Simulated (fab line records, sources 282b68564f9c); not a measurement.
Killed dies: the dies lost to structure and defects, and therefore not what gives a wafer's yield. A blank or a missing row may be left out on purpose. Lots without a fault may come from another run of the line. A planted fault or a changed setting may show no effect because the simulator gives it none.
fab line records	flow rit-cmos
record lots=6	wafers=18	last-day=7
route steps=202 shown CONTACT@180 M1@184
lots untouched by any fault: they come from a run of this same line in which no faults occurred
start-h: hours from the record's opening day to when the first of the lot's shown wafers began	wait-h: hours since the lot's step before	" same as the row above	L1.1+2: a row that stands for several wafers	- value missing, or start not given	* or withheld: withheld	< > ~ a bound
route shown NAME@n: names a module that has steps shown in the file, with the first one's number in the route	usual: mean/standard deviation taken from wafers without a fault	same: alike in all rows	chamber/n: place in a boat	sites: each site's reading	_std_site: the values' standard deviation	_edge_site: inner sites' mean taken away from outer sites' mean	radius-mm: how far each site lies from the wafer's centre	mask NAME#n: copy n	behind: the tool/chamber that last shaped the wafer	hold: why the lot was held/for how many hours/how that ended	device: the n, p or np transistor that did not switch	end of line: the same wafers' tests at the end of the route	a step without rows: its recipe alone	killed: dies lost to structure and defects at the first sort, not the wafer's yield	map: per-die view of a wafer (x killed, . not killed, _ where there is no die)
set.NAME: the setting as run; set.NAME@STEP: as run at that earlier step	model.NAME: the simulator's own value behind a step, which no gauge read
lots at selected steps of the route; one table per step, one row per wafer
services: a tool's chamber out of use, with start hour (start-h, from the record's first day; less than 0 if before it), hours out, and reason
## steps
# step RIT_CONTACT_STRIP_12
# recipe chemistry=O2	time-s=180	resist=NOVOLAK	platen-temp-c=withheld	power-w=500	pressure-mtorr=4000	o2-flow-sccm=4000
# usual drypump-motor-current-A=5.7/0.62
lot.wafer	tool	chamber	start-h	wait-h	drypump-motor-current-A	rf-hours-counter-h
L980.1	plasma-asher-01	1	59.09	0.1	6.6	44
L980.2	"	0	"	"	5.5	44
L980.3	"	0	"	"	5.5	-
L984.2	plasma-asher-01	1	79.97	0.1	6.5	46
L984.3	"	0	"	"	5.6	-
L984.6	"	0	"	"	5.6	-
L994.1	plasma-asher-01	1	128.20	0.1	6.5	52
L994.3	"	1	"	"	6.5	-
L994.6	"	0	"	"	5.5	-
L997.3	plasma-asher-02	0	150.84	0.2	5.9	-
L997.5	"	0	"	"	5.9	-
L997.6	"	1	"	"	4.8	-
L100.2	plasma-asher-04	1	163.08	0.1	5.3	38
L100.5	"	1	"	"	5.3	-
L100.6	"	0	"	"	6.3	-
L101.2	plasma-asher-02	1	168.62	0.1	4.8	5
L101.4	"	0	"	"	5.9	-
L101.6	"	0	"	"	5.9	-
# step RIT_CONTACT_CD_MEAS_90
# recipe target-cd-nm=1000
# usual cd-nm=999.2/2.2
lot.wafer	tool	chamber	start-h	wait-h	cd-nm
L980.1	cd-sem-01	-	59.26	0.1	1002.0
L980.2	"	-	"	"	1001.4
L980.3	"	-	"	"	1003.4
L984.2	cd-sem-01	-	80.17	0.1	1002.1
L984.3	"	-	"	"	1002.1
L984.6	"	-	"	"	1000.5
L994.1	cd-sem-01	-	128.37	0.1	998.1
L994.3	"	-	"	"	998.3
L994.6	"	-	"	"	998.4
L997.3	cd-sem-02	-	150.99	0.1	998.4
L997.5	"	-	"	"	995.9
L997.6	"	-	"	"	996.5
L100.2	cd-sem-01	-	163.27	0.1	999.2
L100.5	"	-	"	"	998.8
L100.6	"	-	"	"	998.1
L101.2	cd-sem-01	-	168.81	0.1	995.8
L101.4	"	-	"	"	994.9
L101.6	"	-	"	"	997.1
# step RIT_CONTACT_CLEAN_13
# recipe chemistry=SC1	mix=3:3:50	time-s=600	temp-c=75
# step RIT_CONTACT_CLEAN_14
# recipe chemistry=SC2	mix=3:3:50	time-s=600	temp-c=75	dry=n2-spin
# step RIT_M1_SPUTTER_00
# recipe material=Al	target-thk-nm=400	power-w=2000	chamber-pressure-pa=0.4	gas=Ar	time-s=522.8	substrate-temp-c=25
# usual throttle-valve-pct=29.7/1.1
lot.wafer	tool	chamber	start-h	wait-h	throttle-valve-pct
L980.1	pvd-sputter-01	-	59.73	0.0	32.0
L980.2	"	-	"	"	29.1
L980.3	"	-	"	"	29.1
L984.2	pvd-sputter-02	-	80.62	0.0	29.1
L984.3	"	-	"	"	28.6
L984.6	"	-	"	"	28.8
L994.1	pvd-sputter-01	-	128.86	0.0	29.4
L994.3	"	-	"	"	28.5
L994.6	"	-	"	"	28.6
L997.3	pvd-sputter-03	-	151.42	0.0	31.0
L997.5	"	-	"	"	28.7
L997.6	"	-	"	"	30.8
L100.2	pvd-sputter-03	-	163.72	0.0	29.8
L100.5	"	-	"	"	29.0
L100.6	"	-	"	"	28.9
L101.2	pvd-sputter-02	-	169.26	0.0	29.2
L101.4	"	-	"	"	31.1
L101.6	"	-	"	"	29.3
# step RIT_M1_RS_MEAS_01
# recipe thk-meas-gauge=four-point-probe	reads=Al_of_M1_SPUTTER_00
# usual M1_AL_RS=0.0698/0.00049
lot.wafer	tool	chamber	start-h	wait-h	M1_AL_RS[ohm/sq]
L980.1	film-metro-02	-	60.03	0.1	0.0699
L980.2	"	-	"	"	0.0697
L980.3	"	-	"	"	0.0695
L984.2	film-metro-01	-	80.93	0.2	0.0706
L984.3	"	-	"	"	0.0704
L984.6	"	-	"	"	0.0700
L994.1	film-metro-01	-	129.15	0.1	0.0703
L994.3	"	-	"	"	0.0701
L994.6	"	-	"	"	0.0697
L997.3	film-metro-04	-	151.76	0.2	0.0697
L997.5	"	-	"	"	0.0698
L997.6	"	-	"	"	0.0698
L100.2	film-metro-04	-	164.04	0.2	0.0694
L100.5	"	-	"	"	0.0694
L100.6	"	-	"	"	0.0695
L101.2	film-metro-04	-	169.58	0.2	0.0698
L101.4	"	-	"	"	0.0698
L101.6	"	-	"	"	0.0696
# step RIT_M1_THK_MEAS_02
# recipe thk-meas-gauge=xrf	reads=Al_of_M1_SPUTTER_00
# usual M1_AL_THK=412/3.6
lot.wafer	tool	chamber	start-h	wait-h	M1_AL_THK[nm]
L980.1	film-metro-02	-	60.15	0.1	415
L980.2	"	-	"	"	416
L980.3	"	-	"	"	415
L984.2	film-metro-01	-	81.04	0.1	408
L984.3	"	-	"	"	410
L984.6	"	-	"	"	412
L994.1	film-metro-01	-	129.27	0.1	409
L994.3	"	-	"	"	410
L994.6	"	-	"	"	411
L997.3	film-metro-04	-	151.86	0.1	413
L997.5	"	-	"	"	413
L997.6	"	-	"	"	413
L100.2	film-metro-04	-	164.15	0.1	413
L100.5	"	-	"	"	412
L100.6	"	-	"	"	412
L101.2	film-metro-04	-	169.69	0.1	409
L101.4	"	-	"	"	412
L101.6	"	-	"	"	410
# step RIT_M1_HMDS_03
# recipe prime-time-s=60	prime-temp-c=140
# step RIT_M1_COAT_04
# recipe resist=NOVOLAK	spin-rpm=2000	resist-thk-nm=1300
# step RIT_M1_SOFTBAKE_05
# recipe resist=NOVOLAK	temp-c=90	time-s=60
# step RIT_M1_EXPOSE_06
# recipe mask-id=M12	na=0.6	source-shape=conventional	sigma-outer=0.5	target-cd-nm=2600	dose-mj=250
# step RIT_M1_PEB_07
# recipe resist=NOVOLAK	temp-c=withheld	time-s=withheld
# step RIT_M1_DEVELOP_08
# recipe resist=NOVOLAK	develop-time-s=68	dev-temp-c=23
# usual chill-plate-temp-C=23.01/0.1
lot.wafer	tool	chamber	start-h	wait-h	chill-plate-temp-C
L980.1	litho-track-03	0	61	-	22.91
L980.2	"	0	"	"	22.98
L980.3	"	0	"	"	23.02
L984.2	litho-track-04	0	81	-	23.00
L984.3	"	0	"	"	23.02
L984.6	"	0	"	"	22.95
L994.1	litho-track-04	0	130	-	23.13
L994.3	"	0	"	"	22.97
L994.6	"	0	"	"	22.97
L997.3	litho-track-04	0	152	-	22.84
L997.5	"	0	"	"	23.00
L997.6	"	0	"	"	23.01
L100.2	litho-track-03	0	165	-	22.98
L100.5	"	0	"	"	22.97
L100.6	"	0	"	"	22.86
L101.2	litho-track-03	0	170	-	22.90
L101.4	"	0	"	"	22.80
L101.6	"	0	"	"	23.02
# step RIT_M1_CD_MEAS_09
# recipe target-cd-nm=2600
# usual cd-nm=2599.8/2.1
lot.wafer	tool	chamber	start-h	wait-h	cd-nm
L980.1	cd-sem-02	-	61.21	-	2599.7
L980.2	"	-	"	"	2598.4
L980.3	"	-	"	"	2596.9
L984.2	cd-sem-02	-	81.99	-	2602.3
L984.3	"	-	"	"	2603.2
L984.6	"	-	"	"	2601.0
L994.1	cd-sem-02	-	130.34	-	2653.3
L994.3	"	-	"	"	2656.5
L994.6	"	-	"	"	2656.7
L997.3	cd-sem-02	-	152.94	-	2656.9
L997.5	"	-	"	"	2657.1
L997.6	"	-	"	"	2658.1
L100.2	cd-sem-01	-	165.30	-	2598.3
L100.5	"	-	"	"	2599.0
L100.6	"	-	"	"	2599.0
L101.2	cd-sem-01	-	170.64	-	2599.7
L101.4	"	-	"	"	2600.0
L101.6	"	-	"	"	2597.7
# step RIT_M1_OVL_MEAS_10
# usual M1_OVL=0.6/1.3
lot.wafer	tool	chamber	start-h	wait-h	M1_OVL[nm]
L980.1	overlay-02	-	61.33	0.1	1.8
L980.2	"	-	"	"	2.1
L980.3	"	-	"	"	2.2
L984.2	overlay-01	-	82.10	0.1	1.5
L984.3	"	-	"	"	1.5
L984.6	"	-	"	"	1.1
L994.1	overlay-02	-	130.46	0.1	1.1
L994.3	"	-	"	"	1.0
L994.6	"	-	"	"	1.8
L997.3	overlay-02	-	153.03	0.1	1.2
L997.5	"	-	"	"	2.5
L997.6	"	-	"	"	-0.1
L100.2	overlay-02	-	165.41	0.1	1.5
L100.5	"	-	"	"	1.4
L100.6	"	-	"	"	0.6
L101.2	overlay-01	-	170.75	0.1	-0.5
L101.4	"	-	"	"	-0.5
L101.6	"	-	"	"	-1.9
# step RIT_M1_HARDBAKE_11
# recipe resist=NOVOLAK	temp-c=140	time-s=120
# step RIT_M1_METAL_ETCH_12
# recipe stop-on=SiO2	chemistry=Cl2/BCl3	target=Al	time-s=165	over-etch-frac=0.5	pressure-mtorr=100	target-depth-a=6000	rf-w=254.6	Cl2_flow_sccm=60	bcl3-flow-sccm=50
# usual drypump-motor-current-A=5.5/0.51	oes-product-au=0.792/0.014	throttle-valve-pct=8.22/0.16
lot.wafer	tool	chamber	start-h	wait-h	drypump-motor-current-A	oes-product-au	rf-hours-counter-h	throttle-valve-pct	model.M1.cd-nm
L980.1	rie-metal-01	0	61.62	0.2	5.5	0.784	4	8.45	2600
L980.2	"	1	"	"	5.1	0.803	4	8.03	2596
L980.3	"	1	"	"	5.1	0.788	-	8.04	2595
L984.2	rie-metal-03	1	82.38	0.2	5.0	0.808	37	8.39	2600
L984.3	"	1	"	"	5.0	0.806	-	8.36	2602
L984.6	"	1	"	"	5.0	0.813	-	8.39	2598
L994.1	rie-metal-04	0	130.74	0.2	5.1	0.787	3	8.07	2653
L994.3	"	1	"	"	6.4	0.776	-	8.17	2657
L994.6	"	1	"	"	6.4	0.780	-	8.17	2657
L997.3	rie-metal-01	0	153.36	0.2	5.5	0.787	-	8.47	2658
L997.5	"	0	"	"	5.5	0.796	-	8.45	2657
L997.6	"	1	"	"	5.1	0.794	-	8.05	2656
L100.2	rie-metal-01	0	165.69	0.2	5.5	0.789	6	8.47	2598
L100.5	"	1	"	"	5.1	0.800	-	8.06	2598
L100.6	"	0	"	"	5.5	0.795	-	8.47	2599
L101.2	rie-metal-03	0	171.03	0.2	5.8	0.803	0	8.14	2601
L101.4	"	0	"	"	5.8	0.800	-	8.17	2601
L101.6	"	1	"	"	5.0	0.812	-	8.39	2597
# step RIT_M1_STRIP_13
# recipe chemistry=nmp	resist=NOVOLAK	temp-c=80	time-s=600	dry=n2-spin
# step RIT_M1_PROBE_99
# usual defect-limited-yield=97.3/1.3	killed_at_M0_to_M3=0.0/0.083	killed-at-contacts=0.1/0.3	killed-at-front-end=7/3.4	killed-dies=7/3.4	killed-open=3.6/2.1	killed-short=3.5/2.1	sort_bin_3_pad_short=0.1/0.27	sort_bin_5_function=1.5/0.75	sort_bin_6_memory=1.0/0.75	sort-n-pass=257/3.4	sort-yield-pct=97.3/1.3
# same gross-dies=264	killed_at_M4_up=0	killed-at-back-side=0	killed-at-other=0
lot.wafer	tool	chamber	start-h	wait-h	defect-limited-yield[%]	killed_at_M0_to_M3	killed-at-contacts	killed-at-front-end	killed-dies	killed-open	killed-short	sort_bin_3_pad_short[%]	sort_bin_5_function[%]	sort_bin_6_memory[%]	sort-n-pass	sort-yield-pct[%]	model.etest.m1.width-nm
L980.1	prober-02	-	63.87	0.1	95.8	0	1	10	11	5	6	0.4	1.9	1.9	253	95.8	2593
L980.2	prober-02	-	63.92	0.1	97.3	0	0	7	7	3	4	0	2.3	0.4	257	97.3	2597
L980.3	prober-02	-	63.97	0.2	97.0	0	0	8	8	4	4	0.4	1.5	1.1	256	97.0	2595
L984.2	prober-02	-	84.68	0.1	98.5	0	0	4	4	3	1	0	1.1	0.4	260	98.5	2601
L984.3	prober-02	-	84.73	0.2	98.5	0	0	4	4	2	2	0	0.8	0.8	260	98.5	2595
L984.6	prober-02	-	84.88	0.2	98.9	0	0	3	3	1	2	0.4	0.8	0	261	98.9	2603
L994.1	prober-02	-	133.00	0.1	98.1	0	0	5	5	1	4	0	1.1	0.8	259	98.1	2648
L994.3	prober-02	-	133.10	0.2	97.0	0	0	8	8	2	6	0.8	1.1	1.1	256	97.0	2663
L994.6	prober-02	-	133.25	0.2	98.1	1	0	4	5	2	3	0	1.5	0.4	259	98.1	2665
L997.3	prober-01	-	155.66	0.2	98.1	0	0	5	5	2	3	0	0.8	1.1	259	98.1	2664
L997.5	prober-01	-	155.76	0.2	96.6	0	0	9	9	4	5	0.8	1.5	1.1	255	96.6	2663
L997.6	prober-01	-	155.81	0.2	99.6	0	0	1	1	1	0	0	0	0.4	263	99.6	2654
L100.2	prober-01	-	168.03	0.1	96.6	0	0	9	9	5	4	0	1.5	1.9	255	96.6	2600
L100.5	prober-01	-	168.18	0.2	96.6	0	0	9	9	5	4	0.4	1.9	1.1	255	96.6	2599
L100.6	prober-01	-	168.23	0.2	96.6	0	0	9	9	2	7	0.4	1.9	1.1	255	96.6	2602
L101.2	prober-02	-	173.33	0.1	98.1	0	0	5	5	2	3	0	1.1	0.8	259	98.1	2595
L101.4	prober-02	-	173.43	0.2	96.2	0	0	10	10	3	7	0	1.5	2.3	254	96.2	2602
L101.6	prober-02	-	173.53	0.2	97.0	0	0	8	8	3	5	0.4	2.3	0.4	256	97.0	2590
# killed by level:class
L980.1 GATE:geometric-particle:open=4 GATE:geometric-particle:short=2 FOX2:geometric-particle:short=1 REOX:geometric-particle:short=1 SPACER:geometric-particle:open=1 SPACER:geometric-particle:short=1 CONTACT:geometric-particle:short=1
L980.2 GATE:geometric-particle:short=3 GATE:geometric-particle:open=2 SPACER:geometric-particle:open=1 SILICIDE:geometric-particle:short=1
L980.3 GATE:geometric-particle:short=3 SILICIDE:geometric-particle:open=2 GATE:geometric-particle:open=1 FOX1:geometric-particle:open=1 SPACER:geometric-particle:short=1
L984.2 FOX1:geometric-particle:open=2 FOX1:geometric-particle:short=1 GATE:geometric-particle:open=1
L984.3 FOX1:geometric-particle:short=1 GATE:geometric-particle:short=1 GATE:geometric-particle:open=1 SILICIDE:geometric-particle:open=1
L984.6 FOX1:geometric-particle:short=1 GATE:geometric-particle:open=1 SPACER:geometric-particle:short=1
L994.1 GATE:geometric-particle:short=2 FOX2:geometric-particle:short=1 REOX:geometric-particle:open=1 SPACER:geometric-particle:short=1
L994.3 GATE:geometric-particle:short=3 FOX1:geometric-particle:short=2 SPACER:geometric-particle:open=1 SILICIDE:geometric-particle:open=1 SILICIDE:geometric-particle:short=1
L994.6 FOX1:geometric-particle:short=1 FOX2:geometric-particle:short=1 GATE:geometric-particle:open=1 SILICIDE:geometric-particle:short=1 M1:geometric-particle:open=1
L997.3 FOX2:geometric-particle:short=2 FOX1:geometric-particle:open=1 GATE:geometric-particle:short=1 SILICIDE:geometric-particle:open=1
L997.5 SPACER:geometric-particle:open=2 SPACER:geometric-particle:short=2 SILICIDE:geometric-particle:short=2 FOX2:geometric-particle:open=1 GATE:geometric-particle:open=1 GATE:geometric-particle:short=1
L997.6 SPACER:geometric-particle:open=1
L100.2 REOX:geometric-particle:short=2 SPACER:geometric-particle:open=2 ACTIVE:geometric-particle:open=1 FOX1:geometric-particle:open=1 FOX1:geometric-particle:short=1 FOX2:geometric-particle:open=1 GATE:geometric-particle:short=1
L100.5 GATE:geometric-particle:short=2 GATE:geometric-particle:open=2 FOX1:geometric-particle:open=1 REOX:geometric-particle:short=1 REOX:geometric-particle:open=1 SPACER:geometric-particle:short=1 SPACER:geometric-particle:open=1
L100.6 SPACER:geometric-particle:short=3 REOX:geometric-particle:short=2 GATE:geometric-particle:short=1 SILICIDE:geometric-particle:open=1 SPACER:geometric-particle:open=1 SILICIDE:geometric-particle:short=1
L101.2 FOX1:geometric-particle:short=1 FOX2:geometric-particle:open=1 GATE:geometric-particle:short=1 GATE:geometric-particle:open=1 SPACER:geometric-particle:short=1
L101.4 GATE:geometric-particle:short=3 FOX1:geometric-particle:short=2 REOX:geometric-particle:short=2 FOX1:geometric-particle:open=1 GATE:geometric-particle:open=1 SPACER:geometric-particle:open=1
L101.6 FOX2:geometric-particle:short=2 GATE:geometric-particle:short=2 REOX:geometric-particle:open=2 FOX1:geometric-particle:open=1 SPACER:geometric-particle:short=1
## services
tool	chamber	start-h	hours	kind
pvd-sputter-02	-	45.71	3.5	repair
plasma-asher-02	-	77.49	2.8	pm
rie-metal-01	1	91.03	14.5	repair
pvd-sputter-01	-	102.35	0.6	repair
plasma-asher-02	-	108.75	9.0	pm
plasma-asher-02	0	108.75	9.0	vent-cycle
plasma-asher-02	1	108.75	9.0	vent-cycle
rie-metal-04	-	112.26	0.3	repair
plasma-asher-02	0	117.75	-	clean
plasma-asher-02	1	117.75	-	clean
pvd-sputter-03	-	128.60	1.5	repair
rie-metal-01	1	135.89	16.4	repair
rie-metal-03	-	136.12	20.0	pm
rie-metal-03	0	136.12	20.0	vent-cycle
rie-metal-03	1	136.12	20.0	vent-cycle
plasma-asher-01	-	141.93	2.8	pm
plasma-asher-02	-	143.74	0.5	repair
rie-metal-03	0	156.12	-	clean
rie-metal-03	1	156.12	-	clean
rie-metal-01	-	159.21	4.3	pm
pvd-sputter-01	-	163.03	2.4	repair
pvd-sputter-02	-	169.83	5.2	repair
## key
first-sign step=RIT_M1_CD_MEAS_09	reading=cd-nm	direction=up	sigmas=26	usual=2599.8	struck=2656.4	through=control-loop
effect none on later readings
model-effect step=RIT_M1_METAL_ETCH_12	value=M1.cd-nm	without=2601	struck=2657
model-effect step=RIT_M1_PROBE_99	value=etest.m1.width-nm	without=2603	struck=2659
met-at RIT_M1_DEVELOP_08
struck-wafers L994.1,L994.3,L994.6,L997.3,L997.5,L997.6
loop-trim step=RIT_M1_EXPOSE_06	setting=dose	lots=L994
onset-between 81 130
fault kind=process-parameter-drift	tool=litho-track-04	chamber=-	onset-h=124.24	steps=RIT_M1_DEVELOP_08	channel=develop-time-s	offset=*	shape=step	end-h=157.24	acts-in=*	stated=*
# loop-trim: a control loop set the setting to another value than it would have without faults
